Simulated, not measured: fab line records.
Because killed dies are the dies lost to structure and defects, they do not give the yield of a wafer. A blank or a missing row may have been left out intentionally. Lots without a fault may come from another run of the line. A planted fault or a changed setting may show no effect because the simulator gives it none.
Shared-tool check    flow berkeley_cmos170    Sample size 14 lots and 42 wafers

## WHY IT WAS OPENED
Flagged at UCB170_NLDD_CD_MEAS_06: reading cd_nm, on 2 of 14 lots. Fault-free wafers read 1199.8 nm, with a standard deviation of 1.2.
Rule: a lot is flagged in two cases, either no wafer of it has a number, or all its wafers with numbers fall more than 4 standard deviations from that mean. As for the other lots, they are considered sound.

lot   measured      on         cd_nm (nm), wafer by wafer  flag
L244  day 6 02:37   cd_sem-01  1198.7 1200.5 1200.8        
L245  day 6 03:31   cd_sem-01  1200.3 1199.0 1198.7        
L246  day 6 14:44   cd_sem-01  1202.1 1201.7 1201.4        
L248  day 7 03:34   cd_sem-02  1201.8 1202.3 1201.5        
L247  day 7 03:54   cd_sem-02  1200.1 1200.5 1199.9        
L250  day 8 03:37   cd_sem-02  1198.7 1198.3 1198.0        
L252  day 8 04:23   cd_sem-01  1181.0 1180.8 1180.8        FLAGGED
L253  day 8 08:41   cd_sem-01  1199.6 1199.0 1199.3        
L254  day 8 08:42   cd_sem-02  1181.5 1181.9 1183.4        FLAGGED
L259  day 9 06:29   cd_sem-01  1199.2 1199.0 1199.5        
L262  day 10 05:31  cd_sem-01  1197.4 1199.3 1197.0        
L263  day 10 14:41  cd_sem-01  1201.8 1202.3 1202.2        
L265  day 10 20:13  cd_sem-02  1199.4 1199.5 1200.1        
L267  day 11 17:21  cd_sem-02  1200.6 1199.9 1198.9        
On average the flagged lots' numbers are 1181.6 nm, which is -18.2 nm against the usual, or -15 standard deviations.

## WHICH TOOL EACH LOT WENT THROUGH
The record holds 1 process step before the reading, out of a route of 331 steps. Each cell gives the tool, then ch followed by the chambers the sampled wafers passed through, then the start.
lot   flag     UCB170_NLDD_SOFTBAKE_02
L244           litho_track-04 ch 0, day 6 01:46
L245           litho_track-01 ch 0, day 6 02:50
L246           litho_track-04 ch 0, day 6 14:12
L248           litho_track-04 ch 0, day 7 02:31
L247           litho_track-01 ch 0, day 7 02:59
L250           litho_track-04 ch 0, day 8 02:58
L252  FLAGGED  litho_track-01 ch 0, day 8 03:44
L253           litho_track-03 ch 0, day 8 07:49
L254  FLAGGED  litho_track-01 ch 0, day 8 07:44
L259           litho_track-03 ch 0, day 9 05:13
L262           litho_track-04 ch 0, day 10 04:47
L263           litho_track-03 ch 0, day 10 13:49
L265           litho_track-04 ch 0, day 10 19:32
L267           litho_track-01 ch 0, day 11 16:20
What the steps here do:
- UCB170_NLDD_SOFTBAKE_02: time 60 s.
- UCB170_NLDD_CD_MEAS_06: target cd 1200 nm.

## FLAGGED OVER TOTAL, TOOL BY TOOL (the gauges that took the reading come last)
step                     tool            lots run  flagged  share of the flagged lots  sound lots run after its first flagged lot
UCB170_NLDD_SOFTBAKE_02  litho_track-01  5         2        all                        1 (L267)
UCB170_NLDD_SOFTBAKE_02  litho_track-03  3         0        none                       -
UCB170_NLDD_SOFTBAKE_02  litho_track-04  6         0        none                       -
UCB170_NLDD_CD_MEAS_06   cd_sem-01       8         1        some                       4 (L253,L259,L262,L263)
UCB170_NLDD_CD_MEAS_06   cd_sem-02       6         1        some                       2 (L265,L267)

## WHAT THE TABLE ALLOWS
All flagged lots share 1 row of the table, namely litho_track-01 at UCB170_NLDD_SOFTBAKE_02.
- litho_track-01 at UCB170_NLDD_SOFTBAKE_02: 2 of its 5 lots flagged. Lots that were sound ran on it after the first flagged one (L267); a persistent fault on the entire tool would not allow that. Its own readings (heater_power_total_W, plate_temp_C) fall more than 4 standard deviations out on all wafers of the flagged lots.
There is no row in the table that ran each flagged lot and no sound lot after the first.

## WHAT WAS PUT IN BY THE SIMULATOR
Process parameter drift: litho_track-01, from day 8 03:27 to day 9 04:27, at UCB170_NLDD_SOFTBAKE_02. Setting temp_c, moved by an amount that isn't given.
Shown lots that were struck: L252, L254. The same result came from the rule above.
